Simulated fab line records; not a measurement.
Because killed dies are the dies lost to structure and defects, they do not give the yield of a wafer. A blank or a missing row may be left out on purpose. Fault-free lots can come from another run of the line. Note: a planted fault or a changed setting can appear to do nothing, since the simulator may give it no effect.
2 desks, one fault + flow rit-cmos + what lay behind the numbers comes last; until then each desk has only its own

## METROLOGY DESK
What the gauges read, lot by lot, whatever tool the lot ran on: means of the sampled wafers that have a number. Any lot whose mean is over 4 standard deviations away from the usual mean is out of limits and marked OUT; that distance is given in the brackets.
Columns: A = NSD_TW at RIT_NSD_TW_MEAS_10, usual 3129; B = PSD_OVL at RIT_PSD_OVL_MEAS_06, usual 0.0 nm; C = SILICIDE_TI_RS at RIT_SILICIDE_RS_MEAS_02, usual 47.8 ohm/sq; D = SILICIDE_TI_THK at RIT_SILICIDE_THK_MEAS_03, usual 30.27 nm
| lot  | first seen here | A    | B    | C    | D     |
|------|-----------------|------|------|------|-------|
| L871 | day 3 06:25     | 3123 | 2.6  | 47.3 | 30.72 |
| L872 | day 3 07:44     | 3117 | -0.8 | 48.5 | 30.01 |
| L873 | day 3 14:23     | 3102 | 2.2  | 47.7 | 30.49 |
| L874 | day 3 16:46     | 3168 | -0.3 | 47.3 | 30.69 |
| L875 | day 3 23:41     | 3156 | 0.4  | 47.6 | 30.06 |
| L877 | day 4 12:08     | 3138 | -1.2 | 47.4 | 30.24 |
| L878 | day 4 17:37     | 3134 | 1.5  | 47.8 | 30.33 |
| L879 | day 5 00:13     | 3134 | -0.4 | 47.1 | 30.72 |
| L880 | day 5 02:52     | 3146 | 1.3  | 47.8 | 30.24 |
| L888 | day 6 16:27     | 3118 | -1.6 | 47.8 | 30.39 |
| L890 | day 7 01:28     | 3132 | -0.4 | 48.2 | 29.98 |
| L893 | day 8 04:56     | 3094 | -0.8 | 48.0 | 30.09 |
| L894 | day 8 09:59     | 3090 | -1.4 | 47.6 | 30.33 |
Result from this desk: across the 13 lots, nothing is out of limits.

## THE TOOL OWNER'S DESK: pvd-sputter-01
The tool's own readings at RIT_SILICIDE_SPUTTER_01 (material Ti, target thk 30 nm, time 240 s): means of the sampled wafers that have a number, for each lot that ran on this tool. Any lot whose mean is over 4 standard deviations away from the usual mean is out of limits and marked OUT; that distance is given in the brackets.
Columns: A = throttle-valve-pct at RIT_SILICIDE_SPUTTER_01, usual 30.0 %
| lot  | first seen here | A    |
|------|-----------------|------|
| L871 | day 3 08:49     | 29.8 |
| L873 | day 3 16:44     | 30.2 |
| L875 | day 4 02:14     | 29.7 |
| L877 | day 4 14:40     | 29.8 |
| L879 | day 5 02:42     | 29.5 |
| L894 | day 8 12:23     | 29.9 |
Result from this desk: across the 6 lots, nothing is out of limits.

## TAKEN TOGETHER
Nothing out of limits was seen by the metrology desk.
The tool owner's desk saw nothing out of limits.

## WHAT HAD BEEN PUT IN BY THE SIMULATOR
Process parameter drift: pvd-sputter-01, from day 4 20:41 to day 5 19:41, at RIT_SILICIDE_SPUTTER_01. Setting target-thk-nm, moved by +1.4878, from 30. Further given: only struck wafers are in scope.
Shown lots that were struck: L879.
